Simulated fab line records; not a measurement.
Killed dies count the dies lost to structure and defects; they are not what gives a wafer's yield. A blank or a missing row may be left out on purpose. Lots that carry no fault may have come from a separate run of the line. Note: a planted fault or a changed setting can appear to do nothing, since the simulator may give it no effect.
One fault through the eyes of 2 desks | flow ritCmos | every desk sees just its own numbers, and what lay behind them comes last

## AT THE METROLOGY DESK
What the gauges read for every lot (on any tool): the sampled wafers with a number, averaged. The brackets show how far a lot's mean lies from the usual mean; more than 4 standard deviations puts the lot out of limits, marked OUT.
Columns: A = NLDD_OVL at RIT_NLDD_OVL_MEAS_06, usual -0.5 nm; B = NLDD_TW at RIT_NLDD_TW_MEAS_10, usual 2505; C = PLDD_OVL at RIT_PLDD_OVL_MEAS_06, usual -0.4 nm
lot  | first seen here | A    | B    | C
L157 | day 3 07:52     | -3.1 | 2546 | -2.8
L158 | day 3 11:08     | -2.7 | 2553 | -0.5
L164 | day 4 21:14     | -0.9 | 2508 | -0.0
L170 | day 6 18:21     | -1.6 | 2490 | -0.5
L172 | day 7 05:17     | 0.2  | 2484 | 1.3
L174 | day 7 19:55     | -0.4 | 2478 | -1.5
This desk found nothing out of limits on any of the 6 lots.

## THE TOOL OWNER'S DESK: lithoTrack-03
The tool's own readings at RIT_PLDD_SOFTBAKE_02 (time 60 s): means of the sampled wafers that have a number, for each lot that ran on this tool. The brackets show how far a lot's mean lies from the usual mean; more than 4 standard deviations puts the lot out of limits, marked OUT.
Columns: A = heaterPowerTotalW at RIT_PLDD_SOFTBAKE_02, usual 34.56 W; B = plateTempC at RIT_PLDD_SOFTBAKE_02, usual 89.98 C
lot  | first seen here | A               | B
L158 | day 3 12:08     | 34.57           | 90.00
L170 | day 6 19:14     | 30.80 (-77) OUT | 82.98 (-58) OUT
L172 | day 7 06:10     | 30.83 (-76) OUT | 83.09 (-57) OUT
Finding of this desk: L170, L172 out of limits; the first was L170 at day 6 19:14, on heaterPowerTotalW at RIT_PLDD_SOFTBAKE_02. L158: within limits.

## ALL TOGETHER
On L170, L172, at day 6 19:14, an alarm was possible from the tool owner's desk.
Metrology desk: nothing out of limits seen.
The metrology desk has L170, L172 on record, within its limits.
The lots listed all ran RIT_PLDD_SOFTBAKE_02 on lithoTrack-03.

## WHAT WAS PUT IN BY THE SIMULATOR
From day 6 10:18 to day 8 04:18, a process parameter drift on lithoTrack-03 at RIT_PLDD_SOFTBAKE_02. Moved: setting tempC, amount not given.
Lots struck among those shown: L170, L172.
Hours from the fault's start to each desk's first reading out of limits: the tool owner's desk, 9.
